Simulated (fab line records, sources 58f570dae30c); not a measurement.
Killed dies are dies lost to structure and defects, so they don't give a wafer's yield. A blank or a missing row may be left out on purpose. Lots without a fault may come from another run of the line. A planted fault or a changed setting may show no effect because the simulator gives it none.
One fault seen from 2 desks | flow berkeley_cmos170 | each desk has only its own numbers; what lay behind them comes last

THE TOOL OWNER'S DESK: litho_track-01
The tool's own readings at UCB170_ACTIVE_PEB_11: means of the sampled wafers that have a number, for each lot that ran on this tool. A lot is out of limits, marked OUT, if its mean lies more than 4 standard deviations from the usual mean; the brackets give that distance.
Columns: A = heater_power_total_W at UCB170_ACTIVE_PEB_11, usual 56.80 W
lot  | first seen here | A
L169 | day 3 19:56     | 56.76
L170 | day 4 07:37     | 56.79
L172 | day 4 15:07     | 56.85
L173 | day 4 23:25     | 57.65 (+18) OUT
L174 | day 4 23:42     | 57.63 (+18) OUT
L188 | day 8 03:38     | 56.79
L189 | day 8 11:43     | 56.76
This desk's finding: out of limits on L173, L174; first on L173, day 4 23:25 (heater_power_total_W at UCB170_ACTIVE_PEB_11). In limits: L169, L170, L172, L188, L189.

THE METROLOGY DESK
What the gauges read, lot by lot, whatever tool the lot ran on: means of the sampled wafers that have a number. A lot is out of limits, marked OUT, if its mean lies more than 4 standard deviations from the usual mean; the brackets give that distance.
Columns: A = M2_OVL at UCB170_M2_OVL_MEAS_16, usual 0 nm; B = cd_nm at UCB170_M3_CD_MEAS_15, usual 700.2 nm
lot  | first seen here | A  | B
L169 | day 7 06:12     | -6 | 700.5
L171 | day 7 17:17     | -2 | 698.7
L170 | day 7 17:25     | 5  | 702.2
L174 | day 8 03:04     | -9 | 701.7
L173 | day 8 03:16     | 1  | 698.3
L172 | day 8 03:33     | 4  | 701.8
L176 | day 8 17:13     | 11 | 699.9
L175 | day 8 17:36     | -6 | 698.7
L184 | day 10 07:04    | 6  | 700.6
L186 | day 11 04:35    | 11 | 701.0
L185 | day 11 05:17    | 7  | 699.5
L188 | day 11 06:29    | -1 | 700.1
L192 | day 11 17:59    | -9 | 697.1
L189 | day 11 18:06    | 1  | 699.6
This desk's finding: nothing out of limits on any of the 14 lots.

PUT TOGETHER
The tool owner's desk could have raised an alarm at day 4 23:25, on L173, L174.
The metrology desk saw nothing out of limits.
The metrology desk has L173, L174 on record, within its limits.
Of the lots named, all ran UCB170_ACTIVE_PEB_11 on litho_track-01.

WHAT THE SIMULATOR HAD PUT IN
Process parameter drift: litho_track-01, from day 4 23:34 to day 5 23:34, at UCB170_ACTIVE_PEB_11. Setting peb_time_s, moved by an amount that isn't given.
Lots struck among those shown: L173, L174.
